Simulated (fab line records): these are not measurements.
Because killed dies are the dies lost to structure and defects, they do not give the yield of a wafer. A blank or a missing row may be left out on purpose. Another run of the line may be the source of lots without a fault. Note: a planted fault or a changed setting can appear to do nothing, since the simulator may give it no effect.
fab line records || flow rit-cmos || part 2 of 2: steps 37 to 43 of 43
record: {"lots": 6, "wafers": 18, "last-day": 7}
route steps=202 shown SDANNEAL@156 PSD@157 NSD@158 PLDD@159 NLDD@160 SILICIDE@161 CONTACT@168 M1@184
lots that met no fault: taken from a fault-free run of the same line
start-h: hours from the record's first day to the start of the lot's first wafer shown || wait-h: hours from the lot's prior step to this one || " repeats the value in the row above || L1.1+2: a row that stands for several wafers || - no value, or no start was given || * or withheld: withheld || < > ~ a bound
route shown NAME@n: NAME is a module with steps in the file, n the number in the route of the first one || usual: average and standard deviation across the fault-free wafers || same: alike in all rows || chamber/n: place in a boat || sites: per-site readings || _std_site: standard deviation across them || _edge_site: the outer-site mean with the inner-site mean subtracted || radius-mm: how far each site lies from the wafer's centre || mask NAME#n: copy n || behind: the most recent tool/chamber to have shaped the wafer || hold: what put the lot on hold/how long, in hours/how the hold closed || device: the n, p or np transistor that did not switch || end of line: tests of these same wafers at the route's end || a step with no rows: only its recipe || killed: dies that structure and defects cost at the first sort, which is not the same as the wafer's yield || map: shows each die of a wafer: x if killed, . if not, _ if none is there
set.NAME: the setting as run; set.NAME@STEP: as run at that earlier step || model.NAME: the simulator's own value behind a step, which no gauge read
certain route steps with their lots: each step a table, each wafer a row
services: the hour from which a tool's chamber was out of use, counted from the record's first day as start-h (under 0 if before that day), plus the number of hours and why
== steps ==
step: RIT_M1_DEVELOP_08
recipe: {"resist": "NOVOLAK", "develop-time-s": 68, "dev-temp-c": 23}
step: RIT_M1_CD_MEAS_09
recipe: {"target-cd-nm": 2600}
usual: {"cd-nm": "2600.5/2"}
{"lot.wafer": "L817.1", "tool": "cd-sem-01", "chamber": "-", "start-h": 71.50, "wait-h": "-", "cd-nm": 2601.5}
{"lot.wafer": "L817.4", "tool": "cd-sem-01", "chamber": "-", "start-h": 71.50, "wait-h": "-", "cd-nm": 2604.7}
{"lot.wafer": "L817.6", "tool": "cd-sem-01", "chamber": "-", "start-h": 71.50, "wait-h": "-", "cd-nm": 2601.6}
{"lot.wafer": "L823.3", "tool": "cd-sem-02", "chamber": "-", "start-h": 100.61, "wait-h": "-", "cd-nm": 2599.5}
{"lot.wafer": "L823.5", "tool": "cd-sem-02", "chamber": "-", "start-h": 100.61, "wait-h": "-", "cd-nm": 2599.5}
{"lot.wafer": "L823.6", "tool": "cd-sem-02", "chamber": "-", "start-h": 100.61, "wait-h": "-", "cd-nm": 2599.0}
{"lot.wafer": "L826.3", "tool": "cd-sem-02", "chamber": "-", "start-h": 113.63, "wait-h": "-", "cd-nm": 2601.9}
{"lot.wafer": "L826.4", "tool": "cd-sem-02", "chamber": "-", "start-h": 113.63, "wait-h": "-", "cd-nm": 2601.6}
{"lot.wafer": "L826.6", "tool": "cd-sem-02", "chamber": "-", "start-h": 113.63, "wait-h": "-", "cd-nm": 2598.5}
{"lot.wafer": "L830.1", "tool": "cd-sem-02", "chamber": "-", "start-h": 133.76, "wait-h": "-", "cd-nm": 2600.6}
{"lot.wafer": "L830.2", "tool": "cd-sem-02", "chamber": "-", "start-h": 133.76, "wait-h": "-", "cd-nm": 2598.7}
{"lot.wafer": "L830.4", "tool": "cd-sem-02", "chamber": "-", "start-h": 133.76, "wait-h": "-", "cd-nm": 2602.0}
{"lot.wafer": "L831.3", "tool": "cd-sem-01", "chamber": "-", "start-h": 139.69, "wait-h": "-", "cd-nm": 2603.2}
{"lot.wafer": "L831.5", "tool": "cd-sem-01", "chamber": "-", "start-h": 139.69, "wait-h": "-", "cd-nm": 2602.7}
{"lot.wafer": "L831.6", "tool": "cd-sem-01", "chamber": "-", "start-h": 139.69, "wait-h": "-", "cd-nm": 2600.8}
{"lot.wafer": "L836.2", "tool": "cd-sem-01", "chamber": "-", "start-h": 163.89, "wait-h": "-", "cd-nm": 2599.2}
{"lot.wafer": "L836.4", "tool": "cd-sem-01", "chamber": "-", "start-h": 163.89, "wait-h": "-", "cd-nm": 2599.7}
{"lot.wafer": "L836.5", "tool": "cd-sem-01", "chamber": "-", "start-h": 163.89, "wait-h": "-", "cd-nm": 2600.3}
step: RIT_M1_OVL_MEAS_10
usual: {"M1_OVL": "0.0/1.1"}
{"lot.wafer": "L817.1", "tool": "overlay-01", "chamber": "-", "start-h": 71.62, "wait-h": 0.1, "M1_OVL[nm]": 0.3}
{"lot.wafer": "L817.4", "tool": "overlay-01", "chamber": "-", "start-h": 71.62, "wait-h": 0.1, "M1_OVL[nm]": -0.8}
{"lot.wafer": "L817.6", "tool": "overlay-01", "chamber": "-", "start-h": 71.62, "wait-h": 0.1, "M1_OVL[nm]": -0.7}
{"lot.wafer": "L823.3", "tool": "overlay-02", "chamber": "-", "start-h": 100.70, "wait-h": 0.1, "M1_OVL[nm]": 0.0}
{"lot.wafer": "L823.5", "tool": "overlay-02", "chamber": "-", "start-h": 100.70, "wait-h": 0.1, "M1_OVL[nm]": 1.7}
{"lot.wafer": "L823.6", "tool": "overlay-02", "chamber": "-", "start-h": 100.70, "wait-h": 0.1, "M1_OVL[nm]": -0.8}
{"lot.wafer": "L826.3", "tool": "overlay-01", "chamber": "-", "start-h": 113.72, "wait-h": 0.1, "M1_OVL[nm]": 0.5}
{"lot.wafer": "L826.4", "tool": "overlay-01", "chamber": "-", "start-h": 113.72, "wait-h": 0.1, "M1_OVL[nm]": 0.7}
{"lot.wafer": "L826.6", "tool": "overlay-01", "chamber": "-", "start-h": 113.72, "wait-h": 0.1, "M1_OVL[nm]": -0.1}
{"lot.wafer": "L830.1", "tool": "overlay-01", "chamber": "-", "start-h": 133.88, "wait-h": 0.1, "M1_OVL[nm]": -0.4}
{"lot.wafer": "L830.2", "tool": "overlay-01", "chamber": "-", "start-h": 133.88, "wait-h": 0.1, "M1_OVL[nm]": 0.8}
{"lot.wafer": "L830.4", "tool": "overlay-01", "chamber": "-", "start-h": 133.88, "wait-h": 0.1, "M1_OVL[nm]": 2.5}
{"lot.wafer": "L831.3", "tool": "overlay-02", "chamber": "-", "start-h": 139.78, "wait-h": 0.1, "M1_OVL[nm]": 2.3}
{"lot.wafer": "L831.5", "tool": "overlay-02", "chamber": "-", "start-h": 139.78, "wait-h": 0.1, "M1_OVL[nm]": 2.0}
{"lot.wafer": "L831.6", "tool": "overlay-02", "chamber": "-", "start-h": 139.78, "wait-h": 0.1, "M1_OVL[nm]": 1.3}
{"lot.wafer": "L836.2", "tool": "overlay-02", "chamber": "-", "start-h": 164.00, "wait-h": 0.1, "M1_OVL[nm]": -0.1}
{"lot.wafer": "L836.4", "tool": "overlay-02", "chamber": "-", "start-h": 164.00, "wait-h": 0.1, "M1_OVL[nm]": -1.5}
{"lot.wafer": "L836.5", "tool": "overlay-02", "chamber": "-", "start-h": 164.00, "wait-h": 0.1, "M1_OVL[nm]": -1.5}
step: RIT_M1_HARDBAKE_11
recipe: {"resist": "NOVOLAK", "temp-c": 140, "time-s": 120}
step: RIT_M1_METAL_ETCH_12
recipe: {"stop-on": "SiO2", "chemistry": "Cl2/BCl3", "target": "Al", "time-s": 165, "over-etch-frac": 0.5, "pressure-mtorr": 100, "target-depth-a": 6000, "rf-w": 250, "Cl2_flow_sccm": 60, "bcl3-flow-sccm": 50}
usual: {"drypump-motor-current-A": "5.5/0.5", "oes-product-au": "0.781/0.014", "throttle-valve-pct": "8.25/0.052"}
{"lot.wafer": "L817.1", "tool": "rie-metal-01", "chamber": 0, "start-h": 71.91, "wait-h": 0.2, "drypump-motor-current-A": 5.1, "oes-product-au": 0.759, "rf-hours-counter-h": 37, "throttle-valve-pct": 8.17, "model.SiO2_of_CONTACT_CVD_00.thk-nm": 366.8}
{"lot.wafer": "L817.4", "tool": "rie-metal-01", "chamber": 1, "start-h": 71.91, "wait-h": 0.2, "drypump-motor-current-A": 5.8, "oes-product-au": 0.776, "rf-hours-counter-h": "-", "throttle-valve-pct": 8.24, "model.SiO2_of_CONTACT_CVD_00.thk-nm": 371.1}
{"lot.wafer": "L817.6", "tool": "rie-metal-01", "chamber": 1, "start-h": 71.91, "wait-h": 0.2, "drypump-motor-current-A": 5.8, "oes-product-au": 0.776, "rf-hours-counter-h": "-", "throttle-valve-pct": 8.23, "model.SiO2_of_CONTACT_CVD_00.thk-nm": 375.9}
{"lot.wafer": "L823.3", "tool": "rie-metal-01", "chamber": 0, "start-h": 101.03, "wait-h": 0.2, "drypump-motor-current-A": 5.1, "oes-product-au": 0.768, "rf-hours-counter-h": "-", "throttle-valve-pct": 8.13, "model.SiO2_of_CONTACT_CVD_00.thk-nm": 355.4}
{"lot.wafer": "L823.5", "tool": "rie-metal-01", "chamber": 1, "start-h": 101.03, "wait-h": 0.2, "drypump-motor-current-A": 5.8, "oes-product-au": 0.782, "rf-hours-counter-h": "-", "throttle-valve-pct": 8.24, "model.SiO2_of_CONTACT_CVD_00.thk-nm": 366.6}
{"lot.wafer": "L823.6", "tool": "rie-metal-01", "chamber": 0, "start-h": 101.03, "wait-h": 0.2, "drypump-motor-current-A": 5.1, "oes-product-au": 0.769, "rf-hours-counter-h": "-", "throttle-valve-pct": 8.15, "model.SiO2_of_CONTACT_CVD_00.thk-nm": 412.4}
{"lot.wafer": "L826.3", "tool": "rie-metal-01", "chamber": 0, "start-h": 114.05, "wait-h": 0.2, "drypump-motor-current-A": 5.1, "oes-product-au": 0.764, "rf-hours-counter-h": "-", "throttle-valve-pct": 8.15, "model.SiO2_of_CONTACT_CVD_00.thk-nm": 363.8}
{"lot.wafer": "L826.4", "tool": "rie-metal-01", "chamber": 1, "start-h": 114.05, "wait-h": 0.2, "drypump-motor-current-A": 5.8, "oes-product-au": 0.777, "rf-hours-counter-h": "-", "throttle-valve-pct": 8.23, "model.SiO2_of_CONTACT_CVD_00.thk-nm": 368.1}
{"lot.wafer": "L826.6", "tool": "rie-metal-01", "chamber": 1, "start-h": 114.05, "wait-h": 0.2, "drypump-motor-current-A": 5.8, "oes-product-au": 0.775, "rf-hours-counter-h": "-", "throttle-valve-pct": 8.24, "model.SiO2_of_CONTACT_CVD_00.thk-nm": 419}
{"lot.wafer": "L830.1", "tool": "rie-metal-03", "chamber": 1, "start-h": 134.16, "wait-h": 0.2, "drypump-motor-current-A": 4.7, "oes-product-au": 0.762, "rf-hours-counter-h": 3, "throttle-valve-pct": 8.25, "model.SiO2_of_CONTACT_CVD_00.thk-nm": 354.1}
{"lot.wafer": "L830.2", "tool": "rie-metal-03", "chamber": 0, "start-h": 134.16, "wait-h": 0.2, "drypump-motor-current-A": 5.7, "oes-product-au": 0.791, "rf-hours-counter-h": 3, "throttle-valve-pct": 8.27, "model.SiO2_of_CONTACT_CVD_00.thk-nm": 359.8}
{"lot.wafer": "L830.4", "tool": "rie-metal-03", "chamber": 1, "start-h": 134.16, "wait-h": 0.2, "drypump-motor-current-A": 4.7, "oes-product-au": 0.769, "rf-hours-counter-h": "-", "throttle-valve-pct": 8.25, "model.SiO2_of_CONTACT_CVD_00.thk-nm": 367.3}
{"lot.wafer": "L831.3", "tool": "rie-metal-02", "chamber": 1, "start-h": 140.11, "wait-h": 0.2, "drypump-motor-current-A": 6.1, "oes-product-au": 0.804, "rf-hours-counter-h": "-", "throttle-valve-pct": 8.34, "model.SiO2_of_CONTACT_CVD_00.thk-nm": 353.4}
{"lot.wafer": "L831.5", "tool": "rie-metal-02", "chamber": 1, "start-h": 140.11, "wait-h": 0.2, "drypump-motor-current-A": 6.1, "oes-product-au": 0.809, "rf-hours-counter-h": "-", "throttle-valve-pct": 8.33, "model.SiO2_of_CONTACT_CVD_00.thk-nm": 355.4}
{"lot.wafer": "L831.6", "tool": "rie-metal-02", "chamber": 0, "start-h": 140.11, "wait-h": 0.2, "drypump-motor-current-A": 5.7, "oes-product-au": 0.780, "rf-hours-counter-h": "-", "throttle-valve-pct": 8.23, "model.SiO2_of_CONTACT_CVD_00.thk-nm": 359.4}
{"lot.wafer": "L836.2", "tool": "rie-metal-02", "chamber": 1, "start-h": 164.28, "wait-h": 0.2, "drypump-motor-current-A": 6.1, "oes-product-au": 0.805, "rf-hours-counter-h": 2, "throttle-valve-pct": 8.34, "model.SiO2_of_CONTACT_CVD_00.thk-nm": 346}
{"lot.wafer": "L836.4", "tool": "rie-metal-02", "chamber": 1, "start-h": 164.28, "wait-h": 0.2, "drypump-motor-current-A": 6.1, "oes-product-au": 0.793, "rf-hours-counter-h": "-", "throttle-valve-pct": 8.33, "model.SiO2_of_CONTACT_CVD_00.thk-nm": 367.6}
{"lot.wafer": "L836.5", "tool": "rie-metal-02", "chamber": 1, "start-h": 164.28, "wait-h": 0.2, "drypump-motor-current-A": 6.1, "oes-product-au": 0.797, "rf-hours-counter-h": "-", "throttle-valve-pct": 8.32, "model.SiO2_of_CONTACT_CVD_00.thk-nm": 354.7}
step: RIT_M1_STRIP_13
recipe: {"chemistry": "nmp", "resist": "NOVOLAK", "temp-c": 80, "time-s": 600, "dry": "n2-spin"}
step: RIT_M1_PROBE_99
{"lot.wafer": "L817.1", "tool": "prober-01", "chamber": "-", "start-h": 75.10, "wait-h": 0.1, "model.etest.field-p-metal.vt-v": -30.7, "model.etest.antenna-contact.vt-shift-v": -0.006643}
{"lot.wafer": "L817.4", "tool": "prober-01", "chamber": "-", "start-h": 75.25, "wait-h": 0.2, "model.etest.field-p-metal.vt-v": -30.09, "model.etest.antenna-contact.vt-shift-v": -0.008947}
{"lot.wafer": "L817.6", "tool": "prober-01", "chamber": "-", "start-h": 75.35, "wait-h": 0.2, "model.etest.field-p-metal.vt-v": -30.62, "model.etest.antenna-contact.vt-shift-v": -0.006515}
{"lot.wafer": "L823.3", "tool": "prober-01", "chamber": "-", "start-h": 103.34, "wait-h": 0.2, "model.etest.field-p-metal.vt-v": -28.45, "model.etest.antenna-contact.vt-shift-v": -0.01148}
{"lot.wafer": "L823.5", "tool": "prober-01", "chamber": "-", "start-h": 103.44, "wait-h": 0.2, "model.etest.field-p-metal.vt-v": -28.27, "model.etest.antenna-contact.vt-shift-v": -0.01453}
{"lot.wafer": "L823.6", "tool": "prober-01", "chamber": "-", "start-h": 103.49, "wait-h": 0.2, "model.etest.field-p-metal.vt-v": -31.07, "model.etest.antenna-contact.vt-shift-v": -0.009351}
{"lot.wafer": "L826.3", "tool": "prober-02", "chamber": "-", "start-h": 116.36, "wait-h": 0.2, "model.etest.field-p-metal.vt-v": -31.23, "model.etest.antenna-contact.vt-shift-v": -0.008985}
{"lot.wafer": "L826.4", "tool": "prober-02", "chamber": "-", "start-h": 116.41, "wait-h": 0.2, "model.etest.field-p-metal.vt-v": -31.38, "model.etest.antenna-contact.vt-shift-v": -0.009483}
{"lot.wafer": "L826.6", "tool": "prober-02", "chamber": "-", "start-h": 116.51, "wait-h": 0.2, "model.etest.field-p-metal.vt-v": -34.1, "model.etest.antenna-contact.vt-shift-v": -0.004336}
{"lot.wafer": "L830.1", "tool": "prober-01", "chamber": "-", "start-h": 136.42, "wait-h": 0.1, "model.etest.field-p-metal.vt-v": -28.38, "model.etest.antenna-contact.vt-shift-v": -0.01037}
{"lot.wafer": "L830.2", "tool": "prober-01", "chamber": "-", "start-h": 136.47, "wait-h": 0.1, "model.etest.field-p-metal.vt-v": -29.28, "model.etest.antenna-contact.vt-shift-v": -0.01136}
{"lot.wafer": "L830.4", "tool": "prober-01", "chamber": "-", "start-h": 136.57, "wait-h": 0.2, "model.etest.field-p-metal.vt-v": -29.02, "model.etest.antenna-contact.vt-shift-v": -0.008227}
{"lot.wafer": "L831.3", "tool": "prober-02", "chamber": "-", "start-h": 142.41, "wait-h": 0.2, "model.etest.field-p-metal.vt-v": -28.85, "model.etest.antenna-contact.vt-shift-v": -0.01136}
{"lot.wafer": "L831.5", "tool": "prober-02", "chamber": "-", "start-h": 142.51, "wait-h": 0.2, "model.etest.field-p-metal.vt-v": -28.73, "model.etest.antenna-contact.vt-shift-v": -0.01675}
{"lot.wafer": "L831.6", "tool": "prober-02", "chamber": "-", "start-h": 142.56, "wait-h": 0.2, "model.etest.field-p-metal.vt-v": -29.26, "model.etest.antenna-contact.vt-shift-v": -0.008948}
{"lot.wafer": "L836.2", "tool": "prober-01", "chamber": "-", "start-h": 166.58, "wait-h": 0.1, "model.etest.field-p-metal.vt-v": -28.01, "model.etest.antenna-contact.vt-shift-v": -0.01504}
{"lot.wafer": "L836.4", "tool": "prober-01", "chamber": "-", "start-h": 166.68, "wait-h": 0.2, "model.etest.field-p-metal.vt-v": -28.93, "model.etest.antenna-contact.vt-shift-v": -0.01348}
{"lot.wafer": "L836.5", "tool": "prober-01", "chamber": "-", "start-h": 166.73, "wait-h": 0.2, "model.etest.field-p-metal.vt-v": -28.3, "model.etest.antenna-contact.vt-shift-v": -0.00768}
killed by level:class
L817.1 GATE:geometric-particle:open=2 FOX2:geometric-particle:open=1 GATE:geometric-particle:short=1 REOX:geometric-particle:open=1 SPACER:geometric-particle:short=1 SPACER:geometric-particle:open=1
L817.4 GATE:geometric-particle:open=2 SILICIDE:geometric-particle:short=2 REOX:geometric-particle:open=1
L817.6 FOX1:geometric-particle:short=3 GATE:geometric-particle:open=1 REOX:geometric-particle:short=1 SPACER:geometric-particle:open=1
L823.3 GATE:geometric-particle:short=2 FOX1:geometric-particle:short=1 GATE:geometric-particle:open=1 SILICIDE:geometric-particle:open=1
L823.5 GATE:geometric-particle:open=3 GATE:geometric-particle:short=3 FOX1:geometric-particle:open=1 SPACER:geometric-particle:open=1 SILICIDE:geometric-particle:open=1
L823.6 GATE:geometric-particle:open=4 GATE:geometric-particle:short=2
L830.1 GATE:geometric-particle:short=3 GATE:geometric-particle:open=3 FOX1:geometric-particle:open=2 REOX:geometric-particle:short=1 SILICIDE:geometric-particle:open=1
L830.2 FOX1:geometric-particle:open=1 FOX1:geometric-particle:short=1 SILICIDE:geometric-particle:short=1
L830.4 GATE:geometric-particle:short=2 SPACER:geometric-particle:short=2 FOX2:geometric-particle:open=1 FOX2:geometric-particle:short=1 GATE:geometric-particle:open=1 SILICIDE:geometric-particle:short=1
L831.3 GATE:geometric-particle:open=4 FOX1:geometric-particle:open=3 SPACER:geometric-particle:open=2 GATE:geometric-particle:short=2 REOX:geometric-particle:open=1
L831.5 GATE:geometric-particle:short=4 SPACER:geometric-particle:open=3 GATE:geometric-particle:open=2 FOX2:geometric-particle:short=1 SPACER:geometric-particle:short=1
L831.6 SPACER:geometric-particle:short=2 FOX1:geometric-particle:short=1 FOX2:geometric-particle:short=1 GATE:geometric-particle:short=1 REOX:geometric-particle:open=1 REOX:geometric-particle:short=1
L836.2 GATE:geometric-particle:short=1 REOX:geometric-particle:open=1 SPACER:geometric-particle:open=1 SILICIDE:geometric-particle:short=1
L836.4 GATE:geometric-particle:open=2 GATE:geometric-particle:short=1 REOX:geometric-particle:short=1 REOX:geometric-particle:open=1 SPACER:geometric-particle:open=1
L836.5 FOX1:geometric-particle:short=2 SPACER:geometric-particle:open=2 ACTIVE:geometric-particle:short=1 FOX1:geometric-particle:open=1 REOX:geometric-particle:open=1 SPACER:geometric-particle:short=1 SILICIDE:geometric-particle:open=1 SILICIDE:geometric-particle:short=1
== services ==
{"tool": "pecvd-04", "chamber": 1, "start-h": 46.80, "hours": 7.3, "kind": "repair"}
{"tool": "pvd-sputter-02", "chamber": "-", "start-h": 47.12, "hours": 5.9, "kind": "repair"}
{"tool": "rie-diel-02", "chamber": 2, "start-h": 48.25, "hours": 9.4, "kind": "repair"}
{"tool": "rie-diel-02", "chamber": "-", "start-h": 62.39, "hours": 2.6, "kind": "repair"}
{"tool": "plasma-asher-02", "chamber": "-", "start-h": 69.46, "hours": 7.5, "kind": "repair"}
{"tool": "pvd-sputter-02", "chamber": "-", "start-h": 72.27, "hours": 1.3, "kind": "repair"}
{"tool": "rie-diel-01", "chamber": "-", "start-h": 73.55, "hours": 2.8, "kind": "pm"}
{"tool": "pecvd-02", "chamber": "-", "start-h": 74.62, "hours": 14.6, "kind": "pm"}
{"tool": "plasma-asher-03", "chamber": "-", "start-h": 93.85, "hours": 2.8, "kind": "pm"}
{"tool": "rie-diel-03", "chamber": "-", "start-h": 106.14, "hours": 1.3, "kind": "repair"}
{"tool": "plasma-asher-02", "chamber": "-", "start-h": 108.75, "hours": 9.0, "kind": "pm"}
{"tool": "pvd-sputter-02", "chamber": "-", "start-h": 112.42, "hours": 6.0, "kind": "repair"}
{"tool": "pecvd-03", "chamber": 0, "start-h": 112.44, "hours": 3.9, "kind": "repair"}
{"tool": "rie-metal-02", "chamber": "-", "start-h": 123.37, "hours": 14.6, "kind": "pm"}
{"tool": "rie-diel-03", "chamber": "-", "start-h": 124.90, "hours": 0.2, "kind": "repair"}
{"tool": "pecvd-04", "chamber": 1, "start-h": 131.31, "hours": 4.6, "kind": "repair"}
{"tool": "rie-metal-01", "chamber": "-", "start-h": 133.99, "hours": 1.4, "kind": "pm"}
{"tool": "rie-metal-01", "chamber": "-", "start-h": 136.12, "hours": 20.0, "kind": "pm"}
{"tool": "rie-metal-01", "chamber": 0, "start-h": 136.12, "hours": 20.0, "kind": "vent-cycle"}
{"tool": "rie-metal-01", "chamber": 1, "start-h": 136.12, "hours": 20.0, "kind": "vent-cycle"}
{"tool": "rie-diel-01", "chamber": 2, "start-h": 137.30, "hours": 2.8, "kind": "repair"}
{"tool": "plasma-asher-04", "chamber": "-", "start-h": 143.73, "hours": 0.8, "kind": "repair"}
{"tool": "rie-diel-02", "chamber": 0, "start-h": 144.55, "hours": 7.6, "kind": "repair"}
{"tool": "rie-metal-02", "chamber": 1, "start-h": 154.96, "hours": 8.1, "kind": "repair"}
== key ==
first-sign: {"step": "RIT_CONTACT_CVD_00", "reading": "rf-fwd-power-W", "direction": "up", "sigmas": "99+", "usual": 396.5, "struck": 555.7}
effect: {"step": "RIT_CONTACT_THK_MEAS_01", "reading": "CONTACT_TEOS_THK", "direction": "up", "sigmas": 8.4, "usual": 398, "struck": 452}
model-effect: {"step": "RIT_CONTACT_CVD_00", "value": "SiO2_of_CONTACT_CVD_00.thk-nm", "without": 408.9, "struck": 451.7}
model-effect: {"step": "RIT_CONTACT_ETCH_11", "value": "etch.depth-nm", "without": 408.9, "struck": 451.7}
model-effect: {"step": "RIT_M1_METAL_ETCH_12", "value": "SiO2_of_CONTACT_CVD_00.thk-nm", "without": 372.9, "struck": 415.7}
model-effect: {"step": "RIT_M1_PROBE_99", "value": "etest.field-p-metal.vt-v", "without": -30.35, "struck": -32.59}
met-at RIT_CONTACT_CVD_00
struck-wafers L823.6,L826.6
sort-left-out L826.6
tester-left-out L823,L826
onset-between 67.28 96.73
fault: {"kind": "process-parameter-drift", "tool": "pecvd-03", "chamber": 0, "onset-h": 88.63, "steps": "RIT_CONTACT_CVD_00", "channel": "rf-w", "offset": 160, "shape": "step", "end-h": 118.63, "stated": 400}
tester-left-out: of these lots the tester's yield and bins aren't shown, on N5 and GAA mostly nor the transistor test; their killed dies are dies lost to structure and defects alone, not to doping, threshold or leakage, so they don't give the yield
sort-left-out: the simulated sort isn't trusted on such a fault, so these wafers' sort isn't shown, and their yield isn't known
